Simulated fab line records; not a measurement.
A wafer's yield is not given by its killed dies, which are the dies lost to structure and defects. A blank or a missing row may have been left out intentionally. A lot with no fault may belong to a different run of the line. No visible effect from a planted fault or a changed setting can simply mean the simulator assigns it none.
What tool caused it? + flow rit cmos + Sampling: 15 lots, 45 wafers, 3 of 202 route steps

== WHAT THE GAUGES READ, wafer by wafer ==
RIT_NLDD_TW_MEAS_10.
| lot  | measured    | on            | NLDD_TW        |
|------|-------------|---------------|----------------|
| L527 | day 2 19:49 | film metro-02 | 2478 2469 2476 |
| L528 | day 3 04:19 | film metro-04 | 2523 2509 2509 |
| L529 | day 3 11:42 | film metro-04 | 2515 2500 2511 |
| L531 | day 3 15:49 | film metro-03 | 2511 2528 2507 |
| L532 | day 3 20:04 | film metro-03 | 2515 2502 2506 |
| L533 | day 4 08:36 | film metro-03 | 2503 2497 2506 |
| L535 | day 4 14:16 | film metro-02 | 2469 2473 2480 |
| L537 | day 4 21:32 | film metro-02 | 2439 2468 2454 |
| L539 | day 5 06:53 | film metro-03 | 2481 2490 2483 |
| L540 | day 5 13:52 | film metro-03 | 2501 2501 2490 |
| L543 | day 6 01:13 | film metro-03 | 2511 2491 2508 |
| L545 | day 6 13:34 | film metro-03 | 2507 2515 2508 |
| L547 | day 6 22:40 | film metro-03 | 2501 2512 2496 |
| L549 | day 7 09:10 | film metro-03 | 2486 2497 2499 |
| L550 | day 7 13:07 | film metro-04 | 2459 2482 2468 |

RIT_CONTACT_CD_MEAS_08: the cd target is 1000 nm.
| lot  | measured    | on        | cd nm (nm)           |
|------|-------------|-----------|----------------------|
| L527 | day 3 07:03 | cd sem-02 | 1001.1 1000.5 1001.1 |
| L528 | day 3 14:58 | cd sem-01 | 1002.2 1003.7 1000.7 |
| L529 | day 4 00:18 | cd sem-01 | 997.8 995.7 999.8    |
| L531 | day 4 01:36 | cd sem-02 | 1001.8 1000.1 1001.0 |
| L532 | day 4 06:06 | cd sem-02 | 999.2 999.9 1001.1   |
| L533 | day 4 18:04 | cd sem-01 | 1001.1 1000.8 1001.0 |
| L535 | day 4 23:54 | cd sem-02 | 997.9 1000.9 999.0   |
| L537 | day 5 07:38 | cd sem-02 | 999.9 1000.0 1002.0  |
| L539 | day 5 18:17 | cd sem-01 | 995.3 995.7 996.6    |
| L540 | day 5 23:49 | cd sem-02 | 998.9 1001.1 1000.2  |
| L543 | day 6 11:53 | cd sem-02 | 999.6 999.2 996.6    |
| L545 | day 6 23:20 | cd sem-02 | 1001.5 1001.2 998.2  |
| L547 | day 7 08:34 | cd sem-01 | 999.4 999.4 998.6    |
| L549 | day 7 19:07 | cd sem-01 | 998.7 999.0 1001.0   |
| L550 | day 7 22:39 | cd sem-01 | 1001.0 1003.6 1002.9 |

RIT_CONTACT_CD_MEAS_90: the cd target is 1000 nm.
| lot  | measured    | on        | cd nm (nm)           |
|------|-------------|-----------|----------------------|
| L527 | day 3 07:44 | cd sem-01 | 1000.9 1000.3 1000.9 |
| L528 | day 3 15:39 | cd sem-01 | 1002.3 1003.3 1000.6 |
| L529 | day 4 00:59 | cd sem-01 | 997.7 996.0 999.7    |
| L531 | day 4 02:16 | cd sem-01 | 1001.5 1001.4 1001.9 |
| L532 | day 4 06:46 | cd sem-01 | 999.2 1000.2 1001.0  |
| L533 | day 4 18:44 | cd sem-01 | 1001.2 1000.3 1000.8 |
| L535 | day 5 00:34 | cd sem-02 | 998.0 1000.8 998.9   |
| L537 | day 5 08:18 | cd sem-02 | 999.5 1000.0 1002.0  |
| L539 | day 5 18:59 | cd sem-02 | 995.1 995.9 996.9    |
| L540 | day 6 00:30 | cd sem-02 | 999.4 1001.8 1000.7  |
| L543 | day 6 12:33 | cd sem-02 | 1000.4 999.4 997.1   |
| L545 | day 7 00:01 | cd sem-01 | 1001.5 1001.6 999.1  |
| L547 | day 7 09:20 | cd sem-02 | 999.9 999.3 998.9    |
| L549 | day 7 19:47 | cd sem-02 | 998.7 999.3 1001.7   |
| L550 | day 7 23:30 | cd sem-01 | 1001.0 1003.4 1003.2 |

== WHAT TOOL EACH LOT RAN ON (gives the tool, then ch and the chambers of the sampled wafers, and finally the start) ==
Record: no process step prior to these readings.

== WHAT THE TOOLS THEMSELVES READ (means of the sampled wafers that have a number; where no wafer has one, the mark that the record gives instead) ==
The record holds no such reading with a usual standard deviation.

== THE ANSWER, worked out from the rows above alone ==
Rule: the lots themselves supply what counts as usual. The widest of any qualifying gaps counts: lots, ordered by their means at a reading, are off when they make up no more than a third of the lots, leave a main group of 4 or more, and stand apart from it by 3 or more times the standard deviation of that group's means. The tables above print the reading to a certain number of digits; a main group whose means all agree to those digits is not used. Also off: a lot with no number at a reading for which 4 or more lots have one. Where the step has rows for the other lots, those lots are counted as sound. First the gauges in route order, then the tools' own readings, where a lot's mean is used as printed above. The first step at which some lot is off is used, and at that step the reading that is off furthest; a lot without a number counts as furthest.
No lot is off at any reading shown: from this, nothing can be told.

== WHAT THE SIMULATOR HAD INSERTED ==
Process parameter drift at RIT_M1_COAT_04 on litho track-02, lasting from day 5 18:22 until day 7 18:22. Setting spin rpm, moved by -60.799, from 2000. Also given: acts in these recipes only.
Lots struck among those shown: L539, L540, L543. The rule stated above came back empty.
